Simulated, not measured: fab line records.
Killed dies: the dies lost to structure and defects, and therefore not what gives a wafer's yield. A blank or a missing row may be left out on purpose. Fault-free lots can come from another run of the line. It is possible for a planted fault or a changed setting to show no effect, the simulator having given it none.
fab line records ; flow berkeley_cmos170 ; part 2 of 2: steps 28 to 39 of 39
[record] lots = 5; wafers = 15; last_day = 13
route steps=331 shown PWELL@36 WELLDRIVE@55 ACTIVE@60
lots untouched by any fault: they come from a run of this same line in which no faults occurred
start_h: the number of hours between the record's first day and the start of the first shown wafer of the lot ; wait_h: time in hours since the lot's previous step ; " the same as in the row above ; L1.1+2: one row covering several wafers at once ; - value missing, or start not given ; * or withheld: withheld ; < > ~ a bound
route shown NAME@n: names a module that has steps shown in the file, with the first one's number in the route ; usual: mean/standard deviation of fault-free wafers ; same: alike in all rows ; chamber/n: place in a boat ; sites: each site's reading ; _std_site: their standard deviation ; _edge_site: inner sites' mean taken away from outer sites' mean ; radius_mm: for every site, how far away it sits from the centre of the wafer ; mask NAME#n: copy n ; behind: the last tool/chamber to shape the wafer ; hold: why the lot was held/for how many hours/how that ended ; device: the transistor (n, p or np) that didn't switch ; end of line: at the end of the route, the tests of the same wafers ; where a step has no rows: the recipe by itself ; killed: dies lost to structure and defects at the first sort, not the wafer's yield ; map: dies across one wafer; x = killed, . = not, _ = none there
set.NAME: the setting that was run; set.NAME@STEP: the one run at that earlier step ; model.NAME: the simulator's own value behind a step, which no gauge read
certain route steps with their lots: each step a table, each wafer a row
services: when a tool's chamber went out of use (start_h, in hours from the record's first day, below 0 if earlier), for how many hours, and the reason
[[steps]]
[step UCB170_ACTIVE_THK_MEAS_03]
[recipe] reads = SiO2_of_ACTIVE_OXIDATION_02
[usual] ACTIVE_OXIDE_THK = 26.5/0.48
lot.wafer;tool;chamber;start_h;wait_h;ACTIVE_OXIDE_THK[nm]
L086.1;film_metro-02;-;139.81;0.0;27.0
L086.4;film_metro-02;-;139.81;0.0;26.8
L086.5;film_metro-02;-;139.81;0.0;26.9
L091.1;film_metro-01;-;180.74;0.0;26.8
L091.5;film_metro-01;-;180.74;0.0;26.5
L091.6;film_metro-01;-;180.74;0.0;26.7
L092.1;film_metro-02;-;180.74;0.0;26.4
L092.2;film_metro-02;-;180.74;0.0;26.3
L092.6;film_metro-02;-;180.74;0.0;26.2
L094.1;film_metro-02;-;196.81;0.0;27.0
L094.3;film_metro-02;-;196.81;0.0;26.4
L094.4;film_metro-02;-;196.81;0.0;26.5
L096.1;film_metro-01;-;205.72;0.0;26.2
L096.4;film_metro-01;-;205.72;0.0;26.1
L096.6;film_metro-01;-;205.72;0.0;26.0
[step UCB170_ACTIVE_ANNEAL_04]
[recipe] temp_c = 1000; time_s = 900; ambient = N2
[usual] tube_center_temp_C_max = 1002.6/0.41; zone_power_load_pct = 38/4.6
lot.wafer;tool;chamber;start_h;wait_h;tube_center_temp_C_max;zone_power_load_pct
L086.1;furnace-01;0;142.73;2.9;1001.9;36
L086.4;furnace-01;0;142.73;2.9;1002.4;35
L086.5;furnace-01;0;142.73;2.9;1002.1;35
L091.1;furnace-04;0;188.00;7.2;1002.2;45
L091.5;furnace-04;0;188.00;7.2;1002.0;45
L091.6;furnace-04;0;188.00;7.2;1002.4;44
L092.1;furnace-04;0;188.00;7.2;1001.7;45
L092.2;furnace-04;0;188.00;7.2;1002.2;44
L092.6;furnace-04;0;188.00;7.2;1002.1;44
L094.1;furnace-01;0;201.84;5.0;1002.7;35
L094.3;furnace-01;0;201.84;5.0;1002.2;35
L094.4;furnace-01;0;201.84;5.0;1002.7;35
L096.1;furnace-04;0;209.36;3.6;1002.6;45
L096.4;furnace-04;0;209.36;3.6;1002.5;44
L096.6;furnace-04;0;209.36;3.6;1003.2;44
[step UCB170_ACTIVE_CVD_05]
[recipe] material = Si3N4; target_thk_nm = 220; temp_c = 800; precursor = SiH2Cl2/NH3; time_s = 3300; pressure_mtorr = 200; sih2cl2_flow_sccm = 25; nh3_flow_sccm = 75
[usual] pressure_mtorr = 200.0/0.36; zone_power_load_pct = 20.9/1.8
lot.wafer;tool;chamber;start_h;wait_h;pressure_mtorr;zone_power_load_pct
L086.1;lpcvd-02;1;143.98;0.0;199.6;20.8
L086.4;lpcvd-02;1;143.98;0.0;199.8;20.2
L086.5;lpcvd-02;1;143.98;0.0;200.1;20.5
L091.1;lpcvd-01;0;189.50;0.3;200.7;20.9
L091.5;lpcvd-01;0;189.50;0.3;200.0;21.2
L091.6;lpcvd-01;0;189.50;0.3;200.5;21.1
L092.1;lpcvd-01;1;189.50;0.3;200.3;24.2
L092.2;lpcvd-01;1;189.50;0.3;199.9;24.0
L092.6;lpcvd-01;1;189.50;0.3;200.2;24.3
L094.1;lpcvd-01;0;203.09;0.0;199.9;20.9
L094.3;lpcvd-01;0;203.09;0.0;200.2;21.2
L094.4;lpcvd-01;0;203.09;0.0;199.3;20.9
L096.1;lpcvd-02;1;210.61;0.0;200.0;20.6
L096.4;lpcvd-02;1;210.61;0.0;199.6;20.4
L096.6;lpcvd-02;1;210.61;0.0;200.1;20.9
[step UCB170_ACTIVE_THK_MEAS_06]
[recipe] reads = Si3N4_of_ACTIVE_CVD_05
[usual] ACTIVE_NITRIDE_THK = 219.2/1.8
lot.wafer;tool;chamber;start_h;wait_h;ACTIVE_NITRIDE_THK[nm]
L086.1;film_metro-04;-;145.90;0.0;219.3
L086.4;film_metro-04;-;145.90;0.0;222.1
L086.5;film_metro-04;-;145.90;0.0;219.9
L091.1;film_metro-02;-;191.42;0.0;219.1
L091.5;film_metro-02;-;191.42;0.0;220.6
L091.6;film_metro-02;-;191.42;0.0;220.8
L092.1;film_metro-04;-;191.42;0.0;219.5
L092.2;film_metro-04;-;191.42;0.0;218.9
L092.6;film_metro-04;-;191.42;0.0;218.2
L094.1;film_metro-02;-;205.01;0.0;221.4
L094.3;film_metro-02;-;205.01;0.0;220.8
L094.4;film_metro-02;-;205.01;0.0;221.1
L096.1;film_metro-04;-;212.53;0.0;220.2
L096.4;film_metro-04;-;212.53;0.0;220.3
L096.6;film_metro-04;-;212.53;0.0;219.5
[step UCB170_ACTIVE_HMDS_07]
[recipe] prime_time_s = 60; prime_temp_c = 100
lot.wafer;tool;chamber;start_h;wait_h
L086.1+4+5;litho_track-01;0;145.96;0.1
L091.1+5+6;litho_track-02;0;191.48;0.1
L092.1+2+6;litho_track-04;0;191.48;0.1
L094.1+3+4;litho_track-02;0;205.26;0.2
L096.1+4+6;litho_track-01;0;212.59;0.1
[step UCB170_ACTIVE_COAT_08]
[recipe] resist = KrF; spin_rpm = 1500; resist_thk_nm = 900
lot.wafer;tool;chamber;start_h;wait_h
L086.1+4+5;litho_track-01;0;146.11;0.1
L091.1+5+6;litho_track-02;0;191.63;0.1
L092.1+2+6;litho_track-04;0;191.63;0.1
L094.1+3+4;litho_track-02;0;205.41;0.1
L096.1+4+6;litho_track-01;0;212.74;0.1
[step UCB170_ACTIVE_SOFTBAKE_09]
[recipe] resist = KrF; temp_c = 130; time_s = 60
lot.wafer;tool;chamber;start_h;wait_h
L086.1+4+5;litho_track-01;0;146.26;0.1
L091.1+5+6;litho_track-02;0;191.78;0.1
L092.1+2+6;litho_track-04;0;191.78;0.1
L094.1+3+4;litho_track-02;0;205.56;0.1
L096.1+4+6;litho_track-01;0;212.89;0.1
[step UCB170_ACTIVE_EXPOSE_10]
[recipe] mask_id = ACTIVE; target_cd_nm = 1200; na = 0.5; sigma_outer = 0.6; source_shape = conventional; dose_mj = 20
[usual] stage_vel_mm_s = 500.02/0.28
lot.wafer;tool;chamber;start_h;wait_h;mask;stage_vel_mm_s
L086.1;krf_scanner-01;0;146.65;0.4;ACTIVE#0;499.29
L086.4;krf_scanner-01;0;146.65;0.4;ACTIVE#0;499.72
L086.5;krf_scanner-01;0;146.65;0.4;ACTIVE#0;500.30
L091.1;krf_scanner-01;0;192.17;0.4;ACTIVE#0;500.27
L091.5;krf_scanner-01;0;192.17;0.4;ACTIVE#0;500.06
L091.6;krf_scanner-01;0;192.17;0.4;ACTIVE#0;500.11
L092.1;krf_scanner-02;0;192.41;0.6;ACTIVE#0;499.77
L092.2;krf_scanner-02;0;192.41;0.6;ACTIVE#0;500.42
L092.6;krf_scanner-02;0;192.41;0.6;ACTIVE#0;499.54
L094.1;krf_scanner-01;0;205.83;0.2;ACTIVE#0;500.05
L094.3;krf_scanner-01;0;205.83;0.2;ACTIVE#0;499.81
L094.4;krf_scanner-01;0;205.83;0.2;ACTIVE#0;500.25
L096.1;krf_scanner-01;0;213.17;0.2;ACTIVE#0;499.83
L096.4;krf_scanner-01;0;213.17;0.2;ACTIVE#0;499.70
L096.6;krf_scanner-01;0;213.17;0.2;ACTIVE#0;499.74
[step UCB170_ACTIVE_PEB_11]
[recipe] peb_temp_c = 130; peb_time_s = withheld; resist = KrF
lot.wafer;tool;chamber;start_h;wait_h
L086.1+4+5;litho_track-04;0;146.77;0.1
L091.1+5+6;litho_track-01;0;192.83;0.6
L092.1+2+6;litho_track-04;0;192.83;0.4
L094.1+3+4;litho_track-01;0;205.95;0.1
L096.1+4+6;litho_track-04;0;213.70;0.5
[step UCB170_ACTIVE_DEVELOP_12]
[recipe] developer = TMAH; develop_time_s = 45; resist = KrF; dev_temp_c = 21
lot.wafer;tool;chamber;start_h;wait_h
L086.1+4+5;litho_track-04;0;-;-
L091.1+5+6;litho_track-01;0;-;-
L092.1+2+6;litho_track-04;0;-;-
L094.1+3+4;litho_track-01;0;-;-
L096.1+4+6;litho_track-04;0;-;-
[step UCB170_ACTIVE_CD_MEAS_13]
[recipe] target_cd_nm = 1200
[usual] cd_nm = 1200.1/1.6
lot.wafer;tool;chamber;start_h;wait_h;cd_nm
L086.1;cd_sem-02;-;147.04;-;1200.2
L086.4;cd_sem-02;-;147.04;-;1201.0
L086.5;cd_sem-02;-;147.04;-;1199.5
L091.1;cd_sem-02;-;193.10;-;1200.9
L091.5;cd_sem-02;-;193.10;-;1200.9
L091.6;cd_sem-02;-;193.10;-;1201.8
L092.1;cd_sem-01;-;193.10;-;1200.8
L092.2;cd_sem-01;-;193.10;-;1200.0
L092.6;cd_sem-01;-;193.10;-;1202.7
L094.1;cd_sem-02;-;206.22;-;1199.4
L094.3;cd_sem-02;-;206.22;-;1200.1
L094.4;cd_sem-02;-;206.22;-;1199.8
L096.1;cd_sem-01;-;213.98;-;1201.3
L096.4;cd_sem-01;-;213.98;-;1202.0
L096.6;cd_sem-01;-;213.98;-;1201.4
[step UCB170_ACTIVE_OVL_MEAS_14]
[usual] ACTIVE_OVL = 1/4.8
lot.wafer;tool;chamber;start_h;wait_h;ACTIVE_OVL[nm]
L086.1;overlay-01;-;147.16;0.1;2
L086.4;overlay-01;-;147.16;0.1;1
L086.5;overlay-01;-;147.16;0.1;2
L091.1;overlay-01;-;193.22;0.1;-2
L091.5;overlay-01;-;193.22;0.1;3
L091.6;overlay-01;-;193.22;0.1;0
L092.1;overlay-02;-;193.22;0.1;-3
L092.2;overlay-02;-;193.22;0.1;2
L092.6;overlay-02;-;193.22;0.1;2
L094.1;overlay-02;-;206.34;0.1;12
L094.3;overlay-02;-;206.34;0.1;6
L094.4;overlay-02;-;206.34;0.1;2
L096.1;overlay-02;-;214.10;0.1;5
L096.4;overlay-02;-;214.10;0.1;4
L096.6;overlay-02;-;214.10;0.1;5
[[services]]
tool;chamber;start_h;hours;kind
rie_diel-02;0;79.32;9.7;repair
wet_bench-02;-;81.59;1.9;pm
krf_scanner-02;-;95.61;1.0;pm
implanter-03;-;95.61;5.6;pm
krf_scanner-02;-;96.61;0.8;pm
krf_scanner-02;-;104.66;1.3;pm
plasma_asher-04;-;108.82;9.0;pm
plasma_asher-03;-;121.10;1.7;repair
krf_scanner-02;-;134.19;0.3;repair
implanter-01;-;142.29;6.2;repair
rie_diel-02;0;143.05;3.2;repair
implanter-03;-;143.52;4.7;pm
furnace-02;-;147.31;48.1;pm
implanter-03;-;148.23;3.1;pm
rie_diel-03;3;153.23;-;clean
plasma_asher-03;-;158.02;0.4;repair
furnace-01;-;175.34;4.0;pm
rie_diel-03;2;175.45;9.5;repair
implanter-01;-;175.51;1.8;repair
krf_scanner-01;-;180.35;1.3;pm
implanter-03;-;191.79;6.5;repair
furnace-02;-;209.55;3.0;pm
wet_bench-03;-;212.95;1.5;repair
furnace-01;-;213.46;3.8;pm
